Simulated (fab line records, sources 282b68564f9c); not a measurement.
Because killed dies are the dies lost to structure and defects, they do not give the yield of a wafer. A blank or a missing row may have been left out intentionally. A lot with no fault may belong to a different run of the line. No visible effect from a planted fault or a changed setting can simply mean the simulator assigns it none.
A struck lot beside a sound one | flow rit-cmos | 29 steps out of a route of 202
Sound: wafers L388.1, L388.2, L388.6. The struck wafers were L390.2, L390.3, L390.6. Last of all comes the cause.
For every step that has rows: the tool of each side, followed by ch and its chambers, followed by its first start. Under that, the readings that differ: sound wafers | struck wafers | difference of the means | sigmas: that difference in standard deviations of wafers without a fault.
alike: a reading whose means differ by less than 2 such deviations, as well as words and numbers matching on both sides. not compared: withheld readings; readings where some wafer has no value; bounds like >300 that might hide an equal value; numbers whose values overlap and for which the record gives no deviation.
The two part at a step that has a row with sigmas, a row that says differs or no value, or rows on one side only. When numbers do not overlap yet have no deviation, they are printed without sigmas and do not part them. Lack of a reading on every wafer of one side parts them only where that side has two or more wafers.

first, 1 step without rows for these wafers: RIT_NWELL_IMPLANT_08.
RIT_NWELL_STRIP_09: strips in O2, time 180 s.
  sound on plasma-asher-04 ch 0,1, day 3 16:07; struck on plasma-asher-01 ch 0,1, day 4 00:35
  alike: chamber-pressure-mTorr, drypump-motor-current-A, o2-flow-sccm
  not compared: rf-hours-counter-h
RIT_NWELL_TW_MEAS_10:
  sound on film-metro-01 at day 3 16:17; struck on film-metro-02 at day 4 00:46
  reading  | sound          | struck         | difference | sigmas
  NWELL_TW | 2136 2144 2148 | 2095 2098 2093 | -47        | -2
then, 6 steps without rows for these wafers: RIT_PWELL_HMDS_00 (prime time 60 s); RIT_PWELL_COAT_01 (resist thk 1300 nm); RIT_PWELL_SOFTBAKE_02 (time 60 s); RIT_PWELL_EXPOSE_03 (exposes mask M3, target cd 43700 nm); RIT_PWELL_PEB_04; RIT_PWELL_DEVELOP_05 (develop time 68 s).
RIT_PWELL_OVL_MEAS_06:
  sound on overlay-01 at day 3 17:13; struck on overlay-02 at day 4 01:42
  alike: PWELL_OVL
then, 2 steps without rows for these wafers: RIT_PWELL_HARDBAKE_07 (time 120 s); RIT_PWELL_IMPLANT_08.
RIT_PWELL_STRIP_09: strips in O2, time 180 s.
  sound on plasma-asher-02 ch 0,1, day 3 17:40; struck on plasma-asher-01 ch 0,1, day 4 02:08
  no value came back on the struck wafers for chamber-pressure-mTorr (mTorr), drypump-motor-current-A (A), o2-flow-sccm (sccm); on the sound wafers chamber-pressure-mTorr (mTorr) reads 3999 4005 3993
  reading                                    | sound | struck         | difference | sigmas
  model.NOVOLAK_of_PWELL_COAT_01.thk-nm (nm) | 0 0 0 | 1142 1136 1138 | +1139      |
  not compared: rf-hours-counter-h
RIT_PWELL_TW_MEAS_10:
  sound on film-metro-02 at day 3 17:50; struck on film-metro-01 at day 4 02:19
  alike: PWELL_TW
then, 1 step without rows for these wafers: RIT_WELLDRIVE_ANNEAL_00 (time 14700 s).
RIT_WELLDRIVE_RS_MEAS_01: uses a four-point probe to measure.
  sound on film-metro-02 at day 3 23:06; struck on film-metro-02 at day 4 07:28
  alike: NWELL_RS
RIT_WELLDRIVE_RS_MEAS_02: uses a four-point probe to measure.
  sound on film-metro-02 at day 3 23:13; struck on film-metro-02 at day 4 07:35
  alike: PWELL_RS
then, 6 steps without rows for these wafers: RIT_NRETRO_HMDS_00 (prime time 60 s); RIT_NRETRO_COAT_01 (resist thk 1300 nm); RIT_NRETRO_SOFTBAKE_02 (time 60 s); RIT_NRETRO_EXPOSE_03 (exposes mask M4, target cd 43900 nm); RIT_NRETRO_PEB_04; RIT_NRETRO_DEVELOP_05 (develop time 68 s).
RIT_NRETRO_OVL_MEAS_06:
  sound on overlay-01 at day 4 00:13; struck on overlay-02 at day 4 08:40
  alike: NRETRO_OVL
then, 2 steps without rows for these wafers: RIT_NRETRO_HARDBAKE_07 (time 120 s); RIT_NRETRO_IMPLANT_08.
RIT_NRETRO_STRIP_09: strips in O2, time 180 s.
  sound on plasma-asher-02 ch 0,1, day 4 00:40; struck on plasma-asher-02 ch 0,1, day 4 09:05
  alike: chamber-pressure-mTorr, drypump-motor-current-A, o2-flow-sccm
  not compared: rf-hours-counter-h
RIT_NRETRO_TW_MEAS_10:
  sound on film-metro-04 at day 4 00:50; struck on film-metro-04 at day 4 09:30
  reading   | sound          | struck   | difference | sigmas
  NRETRO_TW | 1043 1048 1039 | 30 30 30 | -1013      | -84
  not compared: hold
RIT_M1_PROBE_99:
  the record holds rows for the sound wafers here (prober-01, day 5 06:10) but none for the struck ones

WHERE THEY PART
First at RIT_NWELL_TW_MEAS_10; last, within this record, at RIT_M1_PROBE_99.

WHY: what had been put in by the simulator
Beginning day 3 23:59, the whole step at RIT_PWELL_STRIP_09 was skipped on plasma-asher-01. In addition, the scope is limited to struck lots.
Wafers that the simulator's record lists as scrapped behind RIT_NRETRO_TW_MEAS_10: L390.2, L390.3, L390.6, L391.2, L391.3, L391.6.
